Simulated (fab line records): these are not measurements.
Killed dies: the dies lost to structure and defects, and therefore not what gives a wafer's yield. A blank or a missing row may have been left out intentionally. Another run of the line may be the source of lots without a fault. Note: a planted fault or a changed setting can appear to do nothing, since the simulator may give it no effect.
One fault through the eyes of 2 desks | flow berkeley-cmos170 | numbers are kept per desk, each desk with only its own; the story behind them comes last

METROLOGY DESK
What the gauges read, lot by lot, whatever tool the lot ran on: means of the sampled wafers that have a number. Any lot whose mean is over 4 standard deviations away from the usual mean is out of limits and marked OUT; that distance is given in the brackets.
Columns: A = PLDD_OVL at UCB170_PLDD_OVL_MEAS_07, usual 3 nm; B = PLDD_TW at UCB170_PLDD_TW_MEAS_11, usual 1008; C = PLDD_RS at UCB170_SDANNEAL_RS_MEAS_04, usual 1033.2 ohm/sq
lot  | first seen here | A  | B               | C
L304 | day 6 21:47     | 1  | 1027            | 1033.6
L305 | day 7 11:36     | -0 | 993             | 1031.5
L306 | day 7 12:02     | 2  | 996             | 1031.5
L307 | day 8 02:16     | 12 | 1021            | 1031.6
L313 | day 9 01:27     | 8  | 1078 (+6.4) OUT | 900.2 (-53) OUT
L314 | day 9 07:31     | 11 | 1023            | 1035.1
L316 | day 9 07:46     | 2  | 1076 (+6.2) OUT | 903.9 (-52) OUT
L315 | day 9 08:02     | -2 | 1011            | 1036.3
L317 | day 10 08:35    | -8 | 996             | 1032.7
L319 | day 10 08:56    | -5 | 1019            | 1029.7
L323 | day 11 08:46    | 2  | 992             | 1037.5
L326 | day 12 00:01    | -7 | 998             | 1033.9
L325 | day 12 00:06    | 17 | 996             | 1036.9
L327 | day 12 00:35    | 12 | 1002            | 1030.8
Per this desk, out of limits: L313, L316; the first was L313, day 9 01:54 (PLDD_TW at UCB170_PLDD_TW_MEAS_11). In limits: L304, L305, L306, L307, L314, L315, L317, L319, L323, L326, L325, L327.

FOR THE TOOL OWNER'S DESK: implanter-04
For each lot that ran on this tool, the mean over its sampled wafers that have a number, from the tool's own readings at UCB170_PLDD_IMPLANT_09. Any lot whose mean is over 4 standard deviations away from the usual mean is out of limits and marked OUT; that distance is given in the brackets.
Columns: A = beam-on-s at UCB170_PLDD_IMPLANT_09, usual 9.99 s; B = dose-ions-cm2 at UCB170_PLDD_IMPLANT_09, usual 4.999e+13; C = faraday-current-uA at UCB170_PLDD_IMPLANT_09, usual 159; D = rotation-deg at UCB170_PLDD_IMPLANT_09, usual 179.99 degrees; E = tilt-deg at UCB170_PLDD_IMPLANT_09, usual 6.996 degrees
lot  | first seen here | A                | B                           | C              | D      | E
L304 | day 6 22:01     | 10.33            | 4.998e+13                   | 153            | 180.00 | 7.003
L306 | day 7 12:13     | 10.13            | 5.005e+13                   | 157            | 180.01 | 7.001
L313 | day 9 01:38     | 11.82 (+9.6) OUT | 6.845e+13 (+99 or more) OUT | 184 (+8.2) OUT | 180.01 | 6.975
L316 | day 9 07:56     | 11.82 (+9.6) OUT | 6.857e+13 (+99 or more) OUT | 184 (+8.2) OUT | 180.02 | 7.003
L325 | day 12 00:17    | 9.92             | 4.997e+13                   | 160            | 180.00 | 7.001
Finding of this desk: L313, L316 out of limits; the first was L313 at day 9 01:38, on beam-on-s at UCB170_PLDD_IMPLANT_09. In limits: L304, L306, L325.

BROUGHT TOGETHER
The tool owner's desk had the chance to raise an alarm at day 9 01:38 on L313, L316.
On L313, L316, the metrology desk was in a position to raise an alarm at day 9 01:54.
All the named lots went through UCB170_PLDD_IMPLANT_09 on implanter-04.

WHAT HAD BEEN PUT IN BY THE SIMULATOR
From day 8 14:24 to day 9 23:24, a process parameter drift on implanter-04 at UCB170_PLDD_IMPLANT_09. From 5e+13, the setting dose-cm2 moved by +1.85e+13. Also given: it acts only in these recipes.
Lots struck among those shown: L313, L316.
Time in hours from fault onset to the first out-of-limits reading at each desk: tool owner's desk 11, metrology desk 12.
